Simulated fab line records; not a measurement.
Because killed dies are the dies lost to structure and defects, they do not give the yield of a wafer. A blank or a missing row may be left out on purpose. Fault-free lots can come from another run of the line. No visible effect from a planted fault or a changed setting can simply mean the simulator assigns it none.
fab line records	flow rit_cmos
record: lots: 5	wafers: 15	last_day: 7
route steps=202 shown PRETRO@72 GATE@75 FOX2@80 REOX@98 NLDD@103 SDANNEAL@155 M1@202
lots with no fault: from the same line, run without faults
start_h: the number of hours between the record's first day and the start of the first shown wafer of the lot	wait_h: time in hours since the lot's previous step	" same as the row above	L1.1+2: one row covering several wafers at once	- no value, or no start given	* or withheld: withheld	< > ~ a bound
route shown NAME@n: names a module that has steps shown in the file, with the first one's number in the route	usual: mean and standard deviation over wafers with no fault	same: alike in all rows	chamber/n: place in a boat	sites: readings site by site	_std_site: standard deviation across them	_edge_site: outer sites' mean less inner sites'	radius_mm: for every site, how far away it sits from the centre of the wafer	mask NAME#n: copy n	behind: the tool/chamber that last shaped the wafer	hold: cause of the lot's hold/its duration in hours/its outcome	device: the n, p or np transistor that did not switch	end of line: tests run on the same wafers once the route is complete	for a step that has no rows: nothing shown but its recipe	killed: dies that structure and defects cost at the first sort, which is not the same as the wafer's yield	map: a wafer's dies, x killed, . not, _ none there
set.NAME: the run value of the setting; set.NAME@STEP: its run value at that earlier step	model.NAME: the simulator's own value behind a step, which no gauge read
lots at selected steps of the route; one table per step, one row per wafer
services: when a tool's chamber went out of use (start_h, in hours from the record's first day, below 0 if earlier), for how many hours, and the reason
== steps ==
step: RIT_PRETRO_IMPLANT_08
recipe: species: B	energy_kev: 45	dose_cm2: 1.215e+13	tilt_deg: 7
step: RIT_PRETRO_STRIP_09
recipe: chemistry: O2	time_s: 180	resist: NOVOLAK	platen_temp_c: withheld	power_w: 500	pressure_mtorr: 4000	o2_flow_sccm: 4000
usual: drypump_motor_current_A: 5.7/0.31
lot.wafer	tool	chamber	start_h	wait_h	drypump_motor_current_A	rf_hours_counter_h
L562.2	plasma_asher-02	0	57.03	0.1	5.7	23
L562.3	"	0	"	"	5.7	-
L562.4	"	1	"	"	6.1	-
L563.1	plasma_asher-02	0	63.17	0.1	5.7	23
L563.5	"	0	"	"	5.7	-
L563.6	"	1	"	"	6.1	-
L573.1	plasma_asher-03	1	111.90	0.1	5.7	50
L573.2	"	0	"	"	5.8	50
L573.5	"	0	"	"	5.8	-
L575.2	plasma_asher-04	1	121.89	0.1	6.0	1
L575.3	"	1	"	"	6.0	-
L575.4	"	0	"	"	5.1	-
L580.4	plasma_asher-03	0	145.88	0.1	5.8	-
L580.5	"	1	"	"	5.7	-
L580.6	"	0	"	"	5.7	-
step: RIT_PRETRO_TW_MEAS_10
usual: PRETRO_TW: 478/4
lot.wafer	tool	chamber	start_h	wait_h	PRETRO_TW
L562.2	film_metro-03	-	57.22	0.1	474
L562.3	"	-	"	"	478
L562.4	"	-	"	"	475
L563.1	film_metro-02	-	63.35	0.1	486
L563.5	"	-	"	"	483
L563.6	"	-	"	"	485
L573.1	film_metro-02	-	112.07	0.1	479
L573.2	"	-	"	"	478
L573.5	"	-	"	"	481
L575.2	film_metro-01	-	122.08	0.1	475
L575.3	"	-	"	"	477
L575.4	"	-	"	"	476
L580.4	film_metro-03	-	146.02	0.1	475
L580.5	"	-	"	"	473
L580.6	"	-	"	"	475
step: RIT_GATE_WET_ETCH_00
recipe: chemistry: BOE	target: SiO2	target_depth_nm: 56	time_s: 60	dry: n2_spin	dilution: 10:1	temp_c: 21.5
step: RIT_GATE_CLEAN_01
recipe: chemistry: SC1	mix: 3:3:50	time_s: 600	temp_c: 75
step: RIT_GATE_CLEAN_02
recipe: chemistry: dHF	dilution: 50:1	time_s: 30
step: RIT_GATE_CLEAN_03
recipe: chemistry: SC2	mix: 3:3:50	time_s: 600	temp_c: 75	dry: n2_spin
step: RIT_GATE_CLEAN_04
recipe: chemistry: dHF	dilution: 50:1	time_s: 60	dry: n2_spin
step: RIT_FOX2_THK_MEAS_91
recipe: reads: SiO2_of_FOX2_OXIDATION_00
usual: FIELD_OXIDE_LEFT_2_THK: 262/6.8
lot.wafer	tool	chamber	start_h	wait_h	FIELD_OXIDE_LEFT_2_THK[nm]
L562.2	film_metro-04	-	57.73	0.0	257
L562.3	"	-	"	"	264
L562.4	"	-	"	"	257
L563.1	film_metro-03	-	63.83	0.0	257
L563.5	"	-	"	"	256
L563.6	"	-	"	"	250
L573.1	film_metro-01	-	112.57	0.0	272
L573.2	"	-	"	"	273
L573.5	"	-	"	"	270
L575.2	film_metro-04	-	122.55	0.0	265
L575.3	"	-	"	"	270
L575.4	"	-	"	"	265
L580.4	film_metro-03	-	146.53	0.0	261
L580.5	"	-	"	"	256
L580.6	"	-	"	"	259
step: RIT_GATE_OXIDATION_05
recipe: temp_c: 900	ambient: O2	target_thk_a: 30	ox_time_s: 276.9
step: RIT_GATE_ANNEAL_06
recipe: temp_c: 900	time_s: 600	ambient: N2O
step: RIT_GATE_THK_MEAS_07
recipe: reads: SiO2_of_GATE_OXIDATION_05
usual: GATE_OXIDE_THK: 3.07/0.062
lot.wafer	tool	chamber	start_h	wait_h	GATE_OXIDE_THK[nm]
L562.2	film_metro-01	-	60.20	0.0	3.03
L562.3	"	-	"	"	3.07
L562.4	"	-	"	"	2.99
L563.1	film_metro-03	-	65.65	0.0	2.96
L563.5	"	-	"	"	3.06
L563.6	"	-	"	"	2.99
L573.1	film_metro-03	-	115.88	0.0	3.00
L573.2	"	-	"	"	3.07
L573.5	"	-	"	"	3.10
L575.2	film_metro-03	-	124.13	0.0	3.09
L575.3	"	-	"	"	3.14
L575.4	"	-	"	"	3.15
L580.4	film_metro-04	-	149.56	0.0	3.06
L580.5	"	-	"	"	2.99
L580.6	"	-	"	"	2.98
step: RIT_GATE_CVD_08
recipe: material: poly-Si	target_thk_nm: 250	temp_c: 610	precursor: SiH4	time_s: 2220	pressure_mtorr: 300	sih4_flow_sccm: 100
usual: pressure_mtorr: 299.9/0.6	sih4_flow_sccm: 99.9/0.31
lot.wafer	tool	chamber	start_h	wait_h	pressure_mtorr	sih4_flow_sccm	model.poly-Si_of_GATE_CVD_08.thk_nm
L562.2	lpcvd-02	1	60.25	0.0	299.1	99.7	250.9
L562.3	"	1	"	"	299.8	99.9	251.2
L562.4	"	1	"	"	299.1	99.9	251.1
L563.1	lpcvd-02	0	65.71	0.1	300.8	99.8	248.8
L563.5	"	0	"	"	300.3	99.5	247.8
L563.6	"	0	"	"	300.4	99.7	246.8
L573.1	lpcvd-02	0	115.94	0.1	300.3	100.2	277
L573.2	"	0	"	"	299.8	100.0	277.2
L573.5	"	0	"	"	299.4	100.2	277.1
L575.2	lpcvd-01	1	124.18	0.0	299.3	99.6	247.5
L575.3	"	1	"	"	299.8	99.5	247.6
L575.4	"	1	"	"	299.2	100.2	248.9
L580.4	lpcvd-01	1	149.59	0.0	299.2	100.1	248
L580.5	"	1	"	"	299.6	100.1	248.9
L580.6	"	1	"	"	300.1	100.4	250.6
step: RIT_GATE_THK_MEAS_09
recipe: reads: poly-Si_of_GATE_CVD_08
usual: GATE_POLY_THK: 249.6/2.1
lot.wafer	tool	chamber	start_h	wait_h	GATE_POLY_THK[nm]
L562.2	film_metro-03	-	61.88	0.0	250.9
L562.3	"	-	"	"	251.0
L562.4	"	-	"	"	251.3
L563.1	film_metro-01	-	67.33	0.0	248.7
L563.5	"	-	"	"	247.9
L563.6	"	-	"	"	247.0
L573.1	film_metro-03	-	117.56	0.0	277.1
L573.2	"	-	"	"	277.3
L573.5	"	-	"	"	277.0
L575.2	film_metro-01	-	125.81	0.0	247.5
L575.3	"	-	"	"	247.8
L575.4	"	-	"	"	249.0
L580.4	film_metro-01	-	151.24	0.0	247.9
L580.5	"	-	"	"	249.1
L580.6	"	-	"	"	250.7
step: RIT_GATE_HMDS_10
recipe: prime_time_s: 60	prime_temp_c: 140
step: RIT_GATE_COAT_11
recipe: resist: NOVOLAK	spin_rpm: 4250	resist_thk_nm: 850
step: RIT_GATE_SOFTBAKE_12
recipe: resist: NOVOLAK	temp_c: 90	time_s: 60
step: RIT_GATE_EXPOSE_13
recipe: mask_id: M6	na: 0.6	source_shape: conventional	sigma_outer: 0.6	target_cd_nm: 150	dose_mj: 380
step: RIT_GATE_PEB_14
recipe: resist: NOVOLAK	temp_c: withheld	time_s: withheld
step: RIT_GATE_DEVELOP_15
recipe: resist: NOVOLAK	develop_time_s: 50	dev_temp_c: 23
step: RIT_GATE_CD_MEAS_16
recipe: target_cd_nm: 150
usual: cd_nm: 149.6/2.7
lot.wafer	tool	chamber	start_h	wait_h	cd_nm
L562.2	cd_sem-02	-	62.98	-	149.6
L562.3	"	-	"	"	147.3
L562.4	"	-	"	"	148.4
L563.1	cd_sem-02	-	68.37	-	150.0
L563.5	"	-	"	"	146.3
L563.6	"	-	"	"	148.1
L573.1	cd_sem-01	-	118.47	-	150.6
L573.2	"	-	"	"	153.6
L573.5	"	-	"	"	152.6
L575.2	cd_sem-02	-	126.73	-	147.6
L575.3	"	-	"	"	143.6
L575.4	"	-	"	"	146.9
L580.4	cd_sem-01	-	152.44	-	148.4
L580.5	"	-	"	"	148.2
L580.6	"	-	"	"	151.6
step: RIT_GATE_OVL_MEAS_17
usual: GATE_OVL: 0.6/1.5
lot.wafer	tool	chamber	start_h	wait_h	GATE_OVL[nm]
L562.2	overlay-02	-	63.09	0.1	2.7
L562.3	"	-	"	"	-0.7
L562.4	"	-	"	"	-0.9
L563.1	overlay-02	-	68.49	0.1	0.5
L563.5	"	-	"	"	1.2
L563.6	"	-	"	"	1.0
L573.1	overlay-01	-	118.59	0.1	1.6
L573.2	"	-	"	"	1.8
L573.5	"	-	"	"	0.4
L575.2	overlay-02	-	126.83	0.1	0.6
L575.3	"	-	"	"	1.2
L575.4	"	-	"	"	4.5
L580.4	overlay-01	-	152.52	0.1	0.3
L580.5	"	-	"	"	0.4
L580.6	"	-	"	"	-0.3
step: RIT_GATE_HARDBAKE_18
recipe: resist: NOVOLAK	temp_c: 140	time_s: 60
step: RIT_GATE_ETCH_19
recipe: chemistry: SF6/CHF3/O2	time_s: 165	SF6_flow_sccm: 30	CHF3_flow_sccm: 30	O2_flow_sccm: 5	target: poly-Si	pressure_mtorr: 40	rf_w: 160	target_depth_a: 3125	over_etch_frac: 0.25	stop_on: SiO2
usual: drypump_motor_current_A: 5.7/0.5	oes_product_au: 0.846/0.016	throttle_valve_pct: 10.18/0.1
lot.wafer	tool	chamber	start_h	wait_h	drypump_motor_current_A	oes_product_au	rf_hours_counter_h	throttle_valve_pct	model.GATE.feature_depth_nm	model.etch.depth_nm
L562.2	rie_si-02	2	63.30	0.1	6.4	0.832	120	10.12	250.9	250.9
L562.3	"	1	"	"	5.6	0.843	16	10.09	251.2	251.2
L562.4	"	3	"	"	5.3	0.882	122	10.31	251.1	251.1
L563.1	rie_si-01	3	68.67	0.1	5.8	0.825	112	10.39	248.8	248.8
L563.5	"	2	"	"	5.2	0.839	-	10.15	247.8	247.8
L563.6	"	3	"	"	5.8	0.819	-	10.40	246.8	246.8
L573.1	rie_si-02	2	118.78	0.1	6.4	0.894	120	10.11	277	277
L573.2	"	3	"	"	5.3	0.938	123	10.30	277.2	277.2
L573.5	"	2	"	"	6.4	0.897	-	10.11	277.1	277.1
L575.2	rie_si-02	2	127.01	0.1	6.4	0.832	120	10.12	247.5	247.5
L575.3	"	0	"	"	6.8	0.858	139	10.15	247.6	247.6
L575.4	"	3	"	"	5.3	0.867	123	10.29	248.9	248.9
L580.4	rie_si-01	3	152.74	0.1	5.7	0.826	112	10.41	248	248
L580.5	"	3	"	"	5.7	0.833	-	10.39	248.9	248.9
L580.6	"	2	"	"	5.1	0.849	-	10.14	250.6	250.6
step: RIT_GATE_STRIP_20
recipe: chemistry: O2	time_s: 180	resist: NOVOLAK	platen_temp_c: withheld	power_w: 500	pressure_mtorr: 4000	o2_flow_sccm: 4000
usual: drypump_motor_current_A: 5.6/0.39
lot.wafer	tool	chamber	start_h	wait_h	drypump_motor_current_A	rf_hours_counter_h
L562.2	plasma_asher-04	1	63.40	0.1	6.0	40
L562.3	"	1	"	"	6.0	-
L562.4	"	0	"	"	5.1	-
L563.1	plasma_asher-04	1	68.78	0.1	6.0	40
L563.5	"	1	"	"	6.0	-
L563.6	"	0	"	"	5.1	-
L573.1	plasma_asher-03	0	118.88	0.1	5.8	51
L573.2	"	1	"	"	5.7	51
L573.5	"	0	"	"	5.7	-
L575.2	plasma_asher-03	0	127.12	0.1	5.7	53
L575.3	"	0	"	"	5.7	-
L575.4	"	1	"	"	5.7	-
L580.4	plasma_asher-04	1	152.91	0.1	6.0	-
L580.5	"	1	"	"	6.0	-
L580.6	"	0	"	"	5.1	-
step: RIT_GATE_CD_MEAS_90
recipe: target_cd_nm: 150
usual: cd_nm: 149.7/2.7
lot.wafer	tool	chamber	start_h	wait_h	cd_nm
L562.2	cd_sem-01	-	63.60	0.1	149.6
L562.3	"	-	"	"	147.4
L562.4	"	-	"	"	148.8
L563.1	cd_sem-01	-	68.96	0.1	150.4
L563.5	"	-	"	"	146.6
L563.6	"	-	"	"	148.7
L573.1	cd_sem-01	-	119.06	0.1	150.9
L573.2	"	-	"	"	153.4
L573.5	"	-	"	"	153.0
L575.2	cd_sem-01	-	127.32	0.1	147.6
L575.3	"	-	"	"	144.2
L575.4	"	-	"	"	147.0
L580.4	cd_sem-01	-	153.09	0.1	147.8
L580.5	"	-	"	"	148.6
L580.6	"	-	"	"	151.2
step: RIT_REOX_CLEAN_00
recipe: chemistry: SC1	mix: 3:3:50	time_s: 600	temp_c: 74.65
step: RIT_REOX_CLEAN_01
recipe: chemistry: dHF	dilution: 50:1	time_s: 30
step: RIT_REOX_CLEAN_02
recipe: chemistry: SC2	mix: 3:3:50	time_s: 600	temp_c: 75	dry: n2_spin
step: RIT_REOX_OXIDATION_03
recipe: temp_c: 900	ambient: O2	target_thk_a: 252	ox_time_s: 5580
step: RIT_REOX_THK_MEAS_04
recipe: reads: SiO2_of_REOX_OXIDATION_03
usual: REOX_OXIDE_THK: 25.5/0.58
lot.wafer	tool	chamber	start_h	wait_h	REOX_OXIDE_THK[nm]
L562.2	film_metro-02	-	67.53	0.0	24.0
L562.3	"	-	"	"	24.3
L562.4	"	-	"	"	24.6
L563.1	film_metro-04	-	72.71	0.0	26.0
L563.5	"	-	"	"	25.9
L563.6	"	-	"	"	25.8
L573.1	film_metro-03	-	122.10	0.0	24.9
L573.2	"	-	"	"	24.8
L573.5	"	-	"	"	25.2
L575.2	film_metro-03	-	130.34	0.0	24.5
L575.3	"	-	"	"	24.9
L575.4	"	-	"	"	24.6
L580.4	film_metro-03	-	156.24	0.0	26.1
L580.5	"	-	"	"	25.8
L580.6	"	-	"	"	26.0
step: RIT_NLDD_HMDS_00
recipe: prime_time_s: 60	prime_temp_c: 140
step: RIT_NLDD_COAT_01
recipe: resist: NOVOLAK	spin_rpm: 3250	resist_thk_nm: 1000
step: RIT_NLDD_SOFTBAKE_02
recipe: resist: NOVOLAK	temp_c: 90	time_s: 60
step: RIT_NLDD_EXPOSE_03
recipe: mask_id: M7	na: 0.57	target_cd_nm: 40700	dose_mj: 250
step: RIT_NLDD_PEB_04
recipe: resist: NOVOLAK	temp_c: withheld	time_s: withheld
step: RIT_NLDD_DEVELOP_05
recipe: resist: NOVOLAK	develop_time_s: 50	dev_temp_c: 23
step: RIT_NLDD_OVL_MEAS_06
usual: NLDD_OVL: -0.2/1.1
lot.wafer	tool	chamber	start_h	wait_h	NLDD_OVL[nm]
L562.2	overlay-02	-	68.70	-	-1.9
L562.3	"	-	"	"	-0.6
L562.4	"	-	"	"	-1.4
L563.1	overlay-02	-	73.66	-	0.1
L563.5	"	-	"	"	-1.5
L563.6	"	-	"	"	-2.3
L573.1	overlay-02	-	123.13	-	-1.0
L573.2	"	-	"	"	-1.8
L573.5	"	-	"	"	-0.6
L575.2	overlay-01	-	131.38	-	0.1
L575.3	"	-	"	"	-0.8
L575.4	"	-	"	"	1.1
L580.4	overlay-01	-	157.13	-	-0.7
L580.5	"	-	"	"	0.7
L580.6	"	-	"	"	0.3
step: RIT_NLDD_HARDBAKE_07
recipe: resist: NOVOLAK	temp_c: 140	time_s: 60
step: RIT_NLDD_IMPLANT_08
recipe: species: P	energy_kev: 19.89	dose_cm2: 5e+14	tilt_deg: 7
step: RIT_NLDD_STRIP_09
recipe: chemistry: O2	time_s: 180	resist: NOVOLAK	platen_temp_c: withheld	power_w: 500	pressure_mtorr: 4000	o2_flow_sccm: 4000
usual: drypump_motor_current_A: 5.7/0.33
lot.wafer	tool	chamber	start_h	wait_h	drypump_motor_current_A	rf_hours_counter_h
L562.2	plasma_asher-02	0	69.03	0.1	5.7	24
L562.3	"	1	"	"	6.2	-
L562.4	"	0	"	"	5.7	-
L563.1	plasma_asher-03	1	74.00	0.1	5.7	45
L563.5	"	0	"	"	5.8	-
L563.6	"	1	"	"	5.7	-
L573.1	plasma_asher-03	1	123.47	0.1	5.7	52
L573.2	"	0	"	"	5.7	52
L573.5	"	0	"	"	5.7	-
L575.2	plasma_asher-03	0	131.74	0.1	5.7	53
L575.3	"	1	"	"	5.7	-
L575.4	"	0	"	"	5.7	-
L580.4	plasma_asher-02	0	157.51	0.1	5.7	-
L580.5	"	1	"	"	6.1	-
L580.6	"	0	"	"	5.7	-
step: RIT_NLDD_TW_MEAS_10
usual: NLDD_TW: 2501/26
lot.wafer	tool	chamber	start_h	wait_h	NLDD_TW
L562.2	film_metro-04	-	69.21	0.1	2530
L562.3	"	-	"	"	2528
L562.4	"	-	"	"	2523
L563.1	film_metro-01	-	74.17	0.1	2462
L563.5	"	-	"	"	2455
L563.6	"	-	"	"	2472
L573.1	film_metro-01	-	123.65	0.1	2471
L573.2	"	-	"	"	2466
L573.5	"	-	"	"	2471
L575.2	film_metro-04	-	131.92	0.1	2525
L575.3	"	-	"	"	2507
L575.4	"	-	"	"	2512
L580.4	film_metro-04	-	157.66	0.1	2523
L580.5	"	-	"	"	2508
L580.6	"	-	"	"	2524
step: RIT_SDANNEAL_CLEAN_02
recipe: chemistry: SC2	mix: 3:3:50	time_s: 600	temp_c: 75	dry: n2_spin
lot.wafer	tool	chamber	start_h	wait_h	model.poly-Si_of_GATE_CVD_08.thk_nm
L562.2	wet_bench-03	0	76.46	0.0	164.9
L562.3	"	0	"	"	166.2
L562.4	"	0	"	"	163.9
L563.1	wet_bench-02	3	81.77	0.0	161.3
L563.5	"	3	"	"	160.6
L563.6	"	3	"	"	158.9
L573.1	wet_bench-04	0	130.78	0.0	189.2
L573.2	"	0	"	"	189.1
L573.5	"	0	"	"	189.6
L575.2	wet_bench-03	0	139.50	0.0	161.1
L575.3	"	0	"	"	159.2
L575.4	"	0	"	"	162.4
L580.4	wet_bench-02	0	164.72	0.0	161.2
L580.5	"	0	"	"	163.1
L580.6	"	0	"	"	164.1
step: RIT_M1_PROBE_99
usual: killed_at_contacts: 0.1/0.26	killed_at_front_end: 7/3.2	killed_dies: 7/3.2	killed_on_rim: 1.6/1.2	killed_open: 3.2/2.1	killed_short: 3.7/2.1
same: gross_dies: 264	killed_at_M0_to_M3: 0	killed_at_M4_up: 0	killed_at_back_side: 0	killed_at_other: 0
lot.wafer	tool	chamber	start_h	wait_h	killed_at_contacts	killed_at_front_end	killed_dies	killed_on_rim	killed_open	killed_short	model.etest.pmos_turned.r_on_ohm_um	model.etest.nmos_turned.drive_ua_um	model.etest.pmos_turned.drive_ua_um	model.etest.poly_comb_over_steps.leak_log10_a_um	model.etest.nmos_0p15.tox_inv_nm
L562.2	prober-01	-	84.57	0.1	0	6	6	2	2	4	3369	348.6	193.7	-12.75	4.558
L562.3	prober-01	-	84.62	0.2	0	14	14	2	3	11	3325	353.5	195.1	-12.76	4.542
L562.4	prober-01	-	84.67	0.2	0	8	8	2	8	0	3448	343.4	187.4	-12.72	4.516
L563.1	prober-02	-	89.73	0.1	0	4	4	0	2	2	3651	308.2	177.4	-12.58	4.414
L563.5	prober-02	-	89.93	0.2	1	5	6	1	2	4	3510	316.6	182.3	-12.74	4.448
L563.6	prober-02	-	89.98	0.2	0	5	5	1	2	3	3513	318.8	184.9	-12.66	4.381
L573.1	prober-02	-	138.56	0.1	0	3	3	1	0	3	3734	283.2	165	-11.39	4.615
L573.2	prober-02	-	138.61	0.1	0	4	4	1	2	2	3857	278.1	160	-12.42	4.633
L573.5	prober-02	-	138.76	0.2	0	5	5	1	2	3	3813	273.6	160.3	-11.8	4.613
L575.2	prober-02	-	148.68	0.1	0	4	4	1	0	4	3304	336.9	198.1	-12.66	4.542
L575.3	prober-02	-	148.73	0.2	1	7	8	1	4	4	3276	341.2	201.2	-12.55	4.529
L575.4	prober-02	-	148.78	0.2	0	7	7	2	2	5	3287	339.4	197.9	-12.78	4.539
L580.4	prober-01	-	172.84	0.2	0	7	7	3	4	3	3544	314.8	179.9	-12.8	4.53
L580.5	prober-01	-	172.89	0.2	0	8	8	2	2	6	3506	316.6	182.7	-12.9	4.521
L580.6	prober-01	-	172.94	0.2	0	6	6	2	5	1	3617	306.8	177.2	-12.81	4.513
killed by level:class
L562.2 FOX1:geometric_particle:short=1 FOX1:geometric_particle:open=1 FOX2:geometric_particle:short=1 GATE:geometric_particle:short=1 GATE:geometric_particle:open=1 SILICIDE:geometric_particle:short=1
L562.3 SPACER:geometric_particle:short=4 GATE:geometric_particle:short=3 FOX2:geometric_particle:short=2 REOX:geometric_particle:short=2 GATE:geometric_particle:open=1 SPACER:geometric_particle:open=1 SILICIDE:geometric_particle:open=1
L562.4 GATE:geometric_particle:open=3 FOX1:geometric_particle:open=2 SILICIDE:geometric_particle:open=2 SPACER:geometric_particle:open=1
L563.1 GATE:geometric_particle:open=2 FOX1:geometric_particle:short=1 GATE:geometric_particle:short=1
L563.5 SILICIDE:geometric_particle:short=2 SILICIDE:geometric_particle:open=2 GATE:geometric_particle:short=1 CONTACT:geometric_particle:short=1
L563.6 FOX1:geometric_particle:open=1 FOX1:geometric_particle:short=1 GATE:geometric_particle:open=1 GATE:geometric_particle:short=1 SPACER:geometric_particle:short=1
L573.1 GATE:geometric_particle:short=1 REOX:geometric_particle:short=1 SILICIDE:geometric_particle:short=1
L573.2 FOX2:geometric_particle:open=1 GATE:geometric_particle:short=1 SILICIDE:geometric_particle:short=1 SILICIDE:geometric_particle:open=1
L573.5 FOX1:geometric_particle:short=1 FOX2:geometric_particle:open=1 FOX2:geometric_particle:short=1 GATE:geometric_particle:open=1 SPACER:geometric_particle:short=1
L575.2 GATE:geometric_particle:short=2 ACTIVE:geometric_particle:short=1 SPACER:geometric_particle:short=1
L575.3 GATE:geometric_particle:short=3 GATE:geometric_particle:open=2 REOX:geometric_particle:open=1 SPACER:geometric_particle:short=1 CONTACT:geometric_particle:open=1
L575.4 GATE:geometric_particle:short=4 GATE:geometric_particle:open=1 REOX:geometric_particle:short=1 SILICIDE:geometric_particle:open=1
L580.4 GATE:geometric_particle:open=3 GATE:geometric_particle:short=3 REOX:geometric_particle:open=1
L580.5 GATE:geometric_particle:short=4 SPACER:geometric_particle:short=2 FOX1:geometric_particle:open=1 REOX:geometric_particle:open=1
L580.6 GATE:geometric_particle:open=2 SPACER:geometric_particle:open=2 GATE:geometric_particle:short=1 SILICIDE:geometric_particle:open=1
== services ==
tool	chamber	start_h	hours	kind
lpcvd-01	-	33.71	0.5	repair
rie_si-02	-	90.27	4.3	pm
wet_bench-03	-	91.39	46.5	pm
plasma_asher-02	-	92.79	55.8	repair
wet_bench-04	-	93.48	7.8	repair
plasma_asher-04	-	108.92	9.0	pm
plasma_asher-04	0	108.92	9.0	vent_cycle
plasma_asher-04	1	108.92	9.0	vent_cycle
rie_si-01	-	117.84	2.8	pm
plasma_asher-04	0	117.92	-	clean
plasma_asher-04	1	117.92	-	clean
rie_si-02	3	134.17	6.9	repair
wet_bench-04	-	144.35	2.3	repair
plasma_asher-02	-	155.35	1.5	repair
rie_si-02	0	163.41	-	clean
== key ==
first_sign: step: RIT_GATE_THK_MEAS_09	reading: GATE_POLY_THK	direction: up	sigmas: 13	usual: 249.6	struck: 277.1
effect: step: RIT_GATE_ETCH_19	reading: oes_product_au	direction: up	sigmas: 3.9	usual: 0.846	struck: 0.910
model_effect: step: RIT_GATE_CVD_08	value: poly-Si_of_GATE_CVD_08.thk_nm	without: 250.3	struck: 277.1
model_effect: step: RIT_GATE_ETCH_19	value: GATE.feature_depth_nm	without: 250.3	struck: 277.1
model_effect: step: RIT_SDANNEAL_CLEAN_02	value: poly-Si_of_GATE_CVD_08.thk_nm	without: 162.5	struck: 189.3
model_effect: step: RIT_M1_PROBE_99	value: etest.pmos_turned.r_on_ohm_um	without: 3557	struck: 3802
met_at RIT_GATE_CVD_08
struck_wafers L573.1,L573.2,L573.5
tester_left_out L573
onset_between 65.71 115.94
fault: kind: process_parameter_drift	tool: lpcvd-02	chamber: 0	onset_h: 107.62	steps: RIT_GATE_CVD_08	channel: time_s	offset: *	shape: step	end_h: 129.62	acts_in: *	stated: *
tester_left_out: of these lots the tester's yield and bins aren't shown, on N5 and GAA mostly nor the transistor test; their killed dies are dies lost to structure and defects alone, not to doping, threshold or leakage, so they don't give the yield
